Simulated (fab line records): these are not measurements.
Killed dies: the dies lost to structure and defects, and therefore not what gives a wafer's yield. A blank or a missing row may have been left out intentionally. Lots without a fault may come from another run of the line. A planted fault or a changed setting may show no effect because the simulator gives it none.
Comparing a struck lot with a sound one :: flow berkeley cmos170 :: 30 steps out of a route of 331
Sound: the wafers L300.1, L300.4, L300.6. Struck: wafers L304.1, L304.3, L304.5. Last of all comes the cause.
Order at every step that has rows: each side's tool, ch and its chambers, its first start. Under that, the readings that differ: sound wafers :: struck wafers :: difference of the means :: sigmas: that difference in standard deviations of wafers without a fault.
alike: readings whose means differ by less than 2 such deviations, and words and numbers that are the same on both sides. not compared: withheld readings, readings that some wafer has no value for, bounds like >300 that may hide the same value, and numbers for which the record gives no deviation and whose values overlap.
Wherever a step has rows on one side only, a row that says differs or no value, or a row with sigmas, the two part there. Non-overlapping numbers with no deviation appear without sigmas and do not part them. Lack of a reading on every wafer of one side parts them only where that side has two or more wafers.

UCB170_PLDD_TW_MEAS_11:
  struck on film metro-01, day 7 16:05; sound on film metro-01, day 6 19:49
  alike: PLDD_TW
then, 7 steps without rows for these wafers: UCB170_PLDD_CLEAN_12 (cleans in SPM, time 600 s); UCB170_NLDD_HMDS_00 (prime time 60 s); UCB170_NLDD_COAT_01 (resist thk 900 nm); UCB170_NLDD_SOFTBAKE_02 (time 60 s); UCB170_NLDD_EXPOSE_03 (exposes mask NSELECT, target cd 1200 nm); UCB170_NLDD_PEB_04; UCB170_NLDD_DEVELOP_05 (develop time 45 s).
UCB170_NLDD_CD_MEAS_06: target cd 1200 nm.
  struck on cd sem-01, day 7 17:10; sound on cd sem-01, day 6 21:20
  alike: cd nm
UCB170_NLDD_OVL_MEAS_07:
  struck on overlay-01, day 7 17:19; sound on overlay-02, day 6 21:28
  alike: NLDD_OVL
then, 2 steps without rows for these wafers: UCB170_NLDD_IMPLANT_08; UCB170_NLDD_IMPLANT_09.
UCB170_NLDD_STRIP_10: strips in O2.
  sound on plasma asher-03 ch 0,1, day 6 21:47; struck on plasma asher-01 ch 0,1, day 7 17:38
  no value came back on the struck wafers for chamber pressure mTorr (mTorr), drypump motor current A (A), oes product au (a.u.), strip time to endpoint s (s); on the sound wafers chamber pressure mTorr (mTorr) reads 3502 3501 3500
reading: model.KrF_of_NLDD_COAT_01.thk nm (nm)
sound: 0 0 0
struck: 887.2 888.3 889.4
difference: +888.3
sigmas: 
  not compared: rf hours counter h
UCB170_NLDD_TW_MEAS_11:
  struck on film metro-03, day 7 17:44; sound on film metro-01, day 6 21:53
  alike: NLDD_TW
then, 1 step without rows for these wafers: UCB170_NLDD_CLEAN_12 (cleans in SPM, time 600 s).
UCB170_SPACER_CVD_00: deposits SiO2 from TEOS/O2, target thk 376 nm, time 47 s.
  sound on pecvd-03 ch 0,1,2, day 6 22:08; struck on pecvd-02 ch 0,1, day 7 17:59
  alike: heater power w, pressure mtorr
then, 1 step without rows for these wafers: UCB170_SPACER_ANNEAL_02 (time 1800 s).
UCB170_SPACER_ETCHBACK_03: etches SiO2 in CHF3/CF4/Ar, stops on Si, target depth 376 nm, time 100 s.
  sound on rie diel-03 ch 1,3, day 7 01:43; struck on rie diel-04 ch 0,1,2, day 7 23:32
  alike: drypump motor current A, mfc ar sccm, oes product au, throttle valve pct
  not compared: rf hours counter h
then, 6 steps without rows for these wafers: UCB170_PSD_HMDS_00 (prime time 60 s); UCB170_PSD_COAT_01 (resist thk 900 nm); UCB170_PSD_SOFTBAKE_02 (time 60 s); UCB170_PSD_EXPOSE_03 (exposes mask PSELECT MOD, target cd 1200 nm); UCB170_PSD_PEB_04; UCB170_PSD_DEVELOP_05 (develop time 45 s).
UCB170_PSD_CD_MEAS_06: target cd 1200 nm.
  struck on cd sem-02, day 8 00:56; sound on cd sem-01, day 7 03:07
  alike: cd nm
UCB170_PSD_OVL_MEAS_07:
  struck on overlay-01, day 8 01:03; sound on overlay-01, day 7 03:14
reading: PSD_OVL (nm)
sound: -8 -5 -6
struck: 8
difference: +14
sigmas: +3
after that, 1 step had no rows for these wafers: UCB170_PSD_IMPLANT_08.
UCB170_PSD_STRIP_09: strips in O2.
  sound on plasma asher-02 ch 0, day 7 03:25; struck on plasma asher-04 ch 1, day 8 01:14
reading: chamber pressure mTorr (mTorr)
sound: 3494 3500 3497
struck: 3504
difference: +7
sigmas: +2

reading: oes product au (a.u.)
sound: 0.602 0.591 0.596
struck: 0.657
difference: +0.061
sigmas: +14

reading: strip time to endpoint s (s)
sound: 29.54 29.46 29.46
struck: 55.60
difference: +26.11
sigmas: +99 or more
  alike: drypump motor current A
  not compared: rf hours counter h
UCB170_PSD_TW_MEAS_10:
  struck on film metro-01, day 8 01:20; sound on film metro-03, day 7 03:31
reading: PSD_TW
sound: 2342 2347 2344
struck: 30
difference: -2314
sigmas: -99 or more
then, 1 step without rows for these wafers: UCB170_PSD_CLEAN_11 (cleans in SPM, time 600 s).

## WHERE THEY PART
Earliest at UCB170_NLDD_STRIP_10; latest, in this record, at UCB170_PSD_TW_MEAS_10.

WHY: whatever the simulator had introduced
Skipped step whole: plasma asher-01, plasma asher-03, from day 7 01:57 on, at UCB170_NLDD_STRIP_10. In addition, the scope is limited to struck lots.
